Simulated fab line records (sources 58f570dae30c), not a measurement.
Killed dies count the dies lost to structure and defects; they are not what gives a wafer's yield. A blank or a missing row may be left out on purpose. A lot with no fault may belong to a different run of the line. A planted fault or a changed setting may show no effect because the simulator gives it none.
What tool caused it? ; flow berkeleyCmos170 ; 42 wafers from 14 lots sampled at 5 of the route's 331 steps

## WHAT EACH GAUGE READ, for each wafer
UCB170_GATE_THK_MEAS_02. Usual: for GATE_OXIDE_THK the level is 6.61 nm and the standard deviation is 0.11.
lot;measured;on;GATE_OXIDE_THK (nm);flag
L506;day 8 06:22;filmMetro-01;6.37 6.63 6.36;
L507;day 8 17:11;filmMetro-02;6.55 6.74 6.65;
L508;day 8 17:12;filmMetro-03;6.57 6.59 6.72;
L509;day 8 17:15;filmMetro-03;6.52 6.50 6.49;
L510;day 9 04:35;filmMetro-03;10.48 10.36 10.38;OFF
L511;day 9 04:34;filmMetro-01;10.42 10.31 10.43;OFF
L512;day 9 09:39;filmMetro-03;6.70 6.65 6.67;
L513;day 9 09:35;filmMetro-03;6.85 6.85 6.78;
L516;day 10 02:59;filmMetro-01;6.46 6.41 6.52;
L520;day 11 04:28;filmMetro-02;6.49 6.70 6.73;
L521;day 11 04:28;filmMetro-03;6.50 6.43 6.46;
L522;day 11 04:27;filmMetro-01;6.62 6.60 6.51;
L523;day 11 14:59;filmMetro-02;6.68 6.88 6.67;
L524;day 11 14:59;filmMetro-03;6.51 6.47 6.58;

UCB170_SILICIDE_RS_MEAS_02: measurement is done with a four-point probe. Usual: for SILICIDE_TI_RS the level is 26.2 ohm/sq and the standard deviation is 0.36.
lot;measured;on;SILICIDE_TI_RS (ohm/sq);flag
L506;day 9 09:29;filmMetro-04;25.9 26.1 26.0;
L507;day 9 21:00;filmMetro-01;26.1 26.4 26.3;
L508;day 9 21:28;filmMetro-01;26.0 26.6 25.8;
L509;day 9 21:31;filmMetro-04;25.6 25.7 25.9;
L510;day 10 05:24;filmMetro-01;26.4 26.7 26.2;
L511;day 10 05:38;filmMetro-04;26.3 25.8 26.3;
L512;day 10 15:50;filmMetro-03;25.9 25.9 25.9;
L513;day 10 15:40;filmMetro-01;26.4 26.5 26.2;
L516;day 11 04:05;filmMetro-03;25.8 26.1 26.5;
L520;day 12 07:53;filmMetro-04;25.9 26.1 26.0;
L521;day 12 07:16;filmMetro-04;26.0 25.9 25.8;
L522;day 12 07:40;filmMetro-01;26.1 26.7 26.1;
L523;day 12 17:07;filmMetro-01;26.3 26.1 26.0;
L524;day 12 17:40;filmMetro-03;26.0 26.2 26.6;

UCB170_M2_RS_MEAS_02: measurement is done with a four-point probe. Usual: for M2_AL_RS the level is 0.0321 ohm/sq and the standard deviation is 0.00047.
lot;measured;on;M2_AL_RS (ohm/sq);flag
L506;day 9 22:11;filmMetro-01;0.0320 0.0320 0.0318;
L507;day 10 13:04;filmMetro-03;0.0319 0.0322 0.0316;
L508;day 10 09:32;filmMetro-04;0.0328 0.0327 0.0329;
L509;day 10 12:58;filmMetro-04;0.0323 0.0319 0.0320;
L510;day 10 18:04;filmMetro-03;0.0314 0.0312 0.0313;
L511;day 10 22:13;filmMetro-03;0.0328 0.0330 0.0322;
L512;day 11 04:01;filmMetro-01;0.0315 0.0317 0.0316;
L513;day 11 02:46;filmMetro-03;0.0317 0.0319 0.0321;
L516;day 11 18:29;filmMetro-03;0.0321 0.0315 0.0320;
L520;day 12 23:17;filmMetro-04;0.0322 0.0322 0.0326;
L521;day 12 20:25;filmMetro-04;0.0320 0.0320 0.0320;
L522;day 12 23:35;filmMetro-03;0.0317 0.0317 0.0323;
L523;day 13 06:20;filmMetro-04;0.0320 0.0314 0.0313;
L524;day 13 04:53;filmMetro-01;0.0316 0.0319 0.0314;

## EACH LOT AND THE TOOL THAT RAN IT (in order: tool; ch and the chambers of the sampled wafers; start)
lot;UCB170_GATE_OXIDATION_01;UCB170_SILICIDE_SPUTTER_01
L506;furnace-01 ch 0, day 8 04:52;pvdSputter-03, day 9 09:28
L507;furnace-01 ch 0, day 8 15:41;pvdSputter-02, day 9 20:58
L508;furnace-01 ch 0, day 8 15:41;pvdSputter-04, day 9 21:25
L509;furnace-01 ch 0, day 8 15:41;pvdSputter-03, day 9 21:29
L510;furnace-01 ch 0, day 9 03:04;pvdSputter-02, day 10 05:19
L511;furnace-01 ch 0, day 9 03:04;pvdSputter-04, day 10 05:35
L512;furnace-02 ch 0, day 9 08:05;pvdSputter-03, day 10 15:47
L513;furnace-02 ch 0, day 9 08:05;pvdSputter-02, day 10 15:37
L516;furnace-04 ch 0, day 10 01:29;pvdSputter-04, day 11 04:03
L520;furnace-02 ch 0, day 11 02:57;pvdSputter-03, day 12 07:50
L521;furnace-02 ch 0, day 11 02:57;pvdSputter-03, day 12 07:11
L522;furnace-02 ch 0, day 11 02:57;pvdSputter-04, day 12 07:38
L523;furnace-02 ch 0, day 11 13:29;pvdSputter-03, day 12 17:05
L524;furnace-02 ch 0, day 11 13:29;pvdSputter-02, day 12 17:38
- UCB170_GATE_OXIDATION_01: target thk 6.6 nm, ox time 1800 s.
- UCB170_SILICIDE_SPUTTER_01: material Ti, target thk 30 nm, time 25 s.

## AS READ BY THE TOOLS THEMSELVES (means over the sampled wafers that have a number; for cases with no such wafer, the mark the record gives instead)
UCB170_SILICIDE_SPUTTER_01. Usual: throttleValvePct 29.9 %, standard deviation 1.5.
lot;tool;throttleValvePct (%);flag
L506;pvdSputter-03;29.9;
L507;pvdSputter-02;29.8;
L508;pvdSputter-04;29.7;
L509;pvdSputter-03;29.7;
L510;pvdSputter-02;29.4;
L511;pvdSputter-04;30.2;
L512;pvdSputter-03;29.4;
L513;pvdSputter-02;31.6;
L516;pvdSputter-04;29.7;
L520;pvdSputter-03;29.6;
L521;pvdSputter-03;29.6;
L522;pvdSputter-04;29.0;
L523;pvdSputter-03;30.0;
L524;pvdSputter-02;30.8;

## THE ANSWER, worked out from the rows above alone
Rule: lot off if the mean of its wafers having a number is beyond 3 standard deviations from the usual mean. Also off: a lot with no number at a reading for which 4 or more lots have one. All remaining lots with rows at the step are treated as sound. After the gauges, taken in route order, come the tools' own readings; for these a lot's mean is taken, as printed above. The first step at which some lot is off is used, and at that step the reading that is off furthest; a lot without a number counts as furthest.
Off: at UCB170_GATE_THK_MEAS_02 (GATE_OXIDE_THK), L510, L511.
A tool fits if, at a process step before that reading, it ran every lot that is off, and no sound lot after the first of them. The gauges at UCB170_GATE_THK_MEAS_02 are tried like those tools. One fits: furnace-01 at UCB170_GATE_OXIDATION_01. Its last sound lot is L507 (day 8 15:41), its first lot that is off L510 (day 9 03:04): a fault that began between those two fits.

## WHAT THE SIMULATOR PUT IN
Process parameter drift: furnace-01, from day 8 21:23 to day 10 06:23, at UCB170_GATE_OXIDATION_01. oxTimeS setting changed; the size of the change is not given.
Struck lots among those shown: L511, L510. Same finding as the rule above.
